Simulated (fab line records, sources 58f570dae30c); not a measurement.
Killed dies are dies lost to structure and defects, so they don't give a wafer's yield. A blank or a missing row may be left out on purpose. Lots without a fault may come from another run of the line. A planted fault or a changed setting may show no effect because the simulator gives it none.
Split-lot experiment | flow berkeley_cmos170 | 5 lots, 23 wafers read, on a route of 331 steps

THE SPLIT
At UCB170_V2_ETCH_14 (etches SiO2 in CHF3/CF4/Ar, stops on Al, target depth 1250 nm, time 291 s), the setting time_s was moved away from the recipe's 291 s on 5 of the 23 wafers read, by -15.0% to +4.9%. The other wafers ran this setting at the recipe's value.

The reading is taken at the split's own step.

THE READING
oes_product_au, in a.u., at UCB170_V2_ETCH_14 (etches SiO2 in CHF3/CF4/Ar, stops on Al, target depth 1250 nm, time 291 s). Fault-free wafers of this fab line usually give 0.882 a.u., standard deviation 0.014 a.u..

wafer  | tool, chamber at the split | time_s as run, s | against the recipe | oes_product_au, a.u. | against lot-mates on the recipe
L075.1 | rie_diel-01, 1             | 291              | recipe             | 0.883                | -
L075.2 | rie_diel-01, 0             | 291              | recipe             | 0.897                | -
L075.3 | rie_diel-01, 2             | 247.4            | -15.0%             | 0.965                | +0.069
L075.4 | rie_diel-01, 3             | 247.4            | -15.0%             | 0.972                | +0.076
L075.6 | rie_diel-01, 0             | 291              | recipe             | 0.909                | -
L074.1 | rie_diel-01, 1             | 291              | recipe             | 0.874                | -
L074.3 | rie_diel-01, 2             | 291              | recipe             | 0.880                | -
L074.4 | rie_diel-01, 3             | 291              | recipe             | 0.887                | -
L079.1 | rie_diel-04, 1             | 305.2            | +4.9%              | 0.885                | +0.003
L079.2 | rie_diel-04, 0             | 291              | recipe             | 0.883                | -
L079.3 | rie_diel-04, 2             | 291              | recipe             | 0.881                | -
L079.4 | rie_diel-04, 3             | 305.2            | +4.9%              | 0.847                | -0.035
L079.5 | rie_diel-04, 3             | 305.2            | +4.9%              | 0.844                | -0.038
L081.1 | rie_diel-01, 0             | 291              | recipe             | 0.894                | -
L081.2 | rie_diel-01, 2             | 291              | recipe             | 0.882                | -
L081.3 | rie_diel-01, 2             | 291              | recipe             | 0.881                | -
L081.5 | rie_diel-01, 0             | 291              | recipe             | 0.903                | -
L081.6 | rie_diel-01, 2             | 291              | recipe             | 0.877                | -
L083.1 | rie_diel-04, 0             | 291              | recipe             | 0.873                | -
L083.2 | rie_diel-04, 1             | 291              | recipe             | 0.885                | -
L083.3 | rie_diel-04, 2             | 291              | recipe             | 0.877                | -
L083.5 | rie_diel-04, 1             | 291              | recipe             | 0.879                | -
L083.6 | rie_diel-04, 0             | 291              | recipe             | 0.875                | -

THE FIT
A straight line over all 23 wafers: oes_product_au changes by -0.00556 a.u. for each +1% of time_s; r = -0.92; the points scatter about the line by 0.012 a.u..
The same after taking each lot's own level away (the mean of its wafers on the recipe; 23 wafers): -0.00481 a.u. for each +1%; r = -0.92; scatter 0.0099 a.u..
On that fit, the largest move of time_s shifts the reading by 0.072 a.u..
The lots' own levels span 0.8778 to 0.8963 a.u., that is 1.3 times the standard deviation above.
So the lot-to-lot level changes the slope: the two fits differ.
Check: with one of the wafers moved furthest among these (-15.0%) left out of the fit, the line predicts +0.0749 a.u. for it against its lot-mates. It came out at +0.0687 a.u. against them.
Tool readings at the split's step, against how far the setting was moved: oes_product_au r = -0.92.

OTHER SPLITS ON THESE WAFERS
These wafers also went through other splits before the reading. Each is held against what the fit with the lots' levels taken away leaves over:
other split on the same wafers | wafers away from the commonest value | r with oes_product_au (lot level and that fit taken away)
UCB170_V1_PEB_10 peb_temp_c    | 8                                    | +0.06
UCB170_M2_EXPOSE_12 dose_mj    | 7                                    | -0.05
UCB170_V2_CVD_00 time_s        | 8                                    | +0.11

THE WHOLE CHAIN: every reading that the file lists as answering this split, in the file's order
step               | what it does                                                              | reading                                                                   | change (the file's fit)                  | r (the file's)
UCB170_V2_ETCH_14  | etches SiO2 in CHF3/CF4/Ar, stops on Al, target depth 1250 nm, time 291 s | oes_product_au                                                            | -0.0048 a.u. for each +1% of the setting | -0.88
UCB170_V2_ETCH_14  | etches SiO2 in CHF3/CF4/Ar, stops on Al, target depth 1250 nm, time 291 s | KrF_of_V2_COAT_07.thk_nm (the simulator's own value, which no gauge read) | -2.96 nm for each +1% of the setting     | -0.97
UCB170_V2_STRIP_15 | strips in O2                                                              | strip_time_to_endpoint_s                                                  | withheld for each +1% of the setting     | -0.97

THE FILE'S OWN FIT
oes_product_au changes by -0.0048 a.u. for each +1% of time_s, r = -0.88.
